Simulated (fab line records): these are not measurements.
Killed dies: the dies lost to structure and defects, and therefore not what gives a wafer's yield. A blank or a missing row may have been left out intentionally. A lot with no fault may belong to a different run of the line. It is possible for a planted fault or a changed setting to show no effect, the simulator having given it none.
The tool behind it: which one? + flow berkeleyCmos170 + 7 lots with 21 wafers sampled at 3 steps, on a route of 331 steps

## WHAT THE GAUGES READ, wafer by wafer
UCB170_V1_CD_MEAS_12 targets a cd of 700 nm.
| lot  | measured     | on       | cdNm (nm)                           |
|------|--------------|----------|-------------------------------------|
| L886 | day 7 12:46  | cdSem-02 | 699.8 698.7 699.4                   |
| L888 | day 8 01:25  | cdSem-02 | 698.3 698.8 699.2                   |
| L890 | day 8 11:41  | cdSem-01 | 699.0 700.0 699.3                   |
| L892 | day 9 05:44  | cdSem-01 | 700.5 701.9 700.9                   |
| L894 | day 9 22:13  | cdSem-02 | 717.7 717.7 718.7 717.5 717.8 718.4 |
| L898 | day 10 10:01 | cdSem-02 | 714.9 714.8 714.8 714.6 714.9 715.4 |
| L906 | day 12 01:01 | cdSem-01 | 697.0 699.0 699.7                   |

## EACH LOT AND THE TOOL THAT RAN IT (in order: tool; ch and the chambers of the sampled wafers; start)
| lot  | UCB170_ZERO_STRIP_07               | UCB170_V1_EXPOSE_09              |
|------|------------------------------------|----------------------------------|
| L886 | plasmaAsher-04 ch 0,1, day 2 01:46 | krfScanner-01 ch 0, day 7 12:23  |
| L888 | plasmaAsher-04 ch 0,1, day 2 11:02 | krfScanner-02 ch 0, day 8 01:01  |
| L890 | plasmaAsher-04 ch 0,1, day 2 21:47 | krfScanner-02 ch 0, day 8 11:17  |
| L892 | plasmaAsher-03 ch 0, day 3 08:53   | krfScanner-02 ch 0, day 9 05:09  |
| L894 | plasmaAsher-04 ch 0,1, day 3 20:17 | krfScanner-01 ch 0, day 9 21:32  |
| L898 | plasmaAsher-01 ch 0,1, day 4 13:36 | krfScanner-01 ch 0, day 10 09:32 |
| L906 | plasmaAsher-03 ch 0,1, day 6 05:34 | krfScanner-02 ch 0, day 12 00:33 |
- UCB170_ZERO_STRIP_07: strips in O2.
- UCB170_V1_EXPOSE_09: exposes mask VIA1, target cd 700 nm.

## THE ANSWER, worked out from the rows above alone
Rule: the lots themselves supply what counts as usual. The widest of any qualifying gaps counts: lots, ordered by their means at a reading, are off when they make up no more than a third of the lots, leave a main group of 4 or more, and stand apart from it by 3 or more times the standard deviation of that group's means. If all means in a main group match to the digits the tables above print for the reading, that group is not used. A lot without any number at a reading at which 4 lots or more have one is off too. Any other lot the step has rows for is counted as sound.
Off: L894, L898 (UCB170_V1_CD_MEAS_12, cdNm). The main group: mean 699.4 nm, standard deviation 0.89.
If a tool, at a process step before that reading, ran all the lots that are off and no sound lot after the first of them, it fits. The gauges at UCB170_V1_CD_MEAS_12 are tried like those tools. Can't be told from this: 2 tools fit, krfScanner-01 at UCB170_V1_EXPOSE_09, cdSem-02 at UCB170_V1_CD_MEAS_12.

## WHAT THE SIMULATOR PUT IN
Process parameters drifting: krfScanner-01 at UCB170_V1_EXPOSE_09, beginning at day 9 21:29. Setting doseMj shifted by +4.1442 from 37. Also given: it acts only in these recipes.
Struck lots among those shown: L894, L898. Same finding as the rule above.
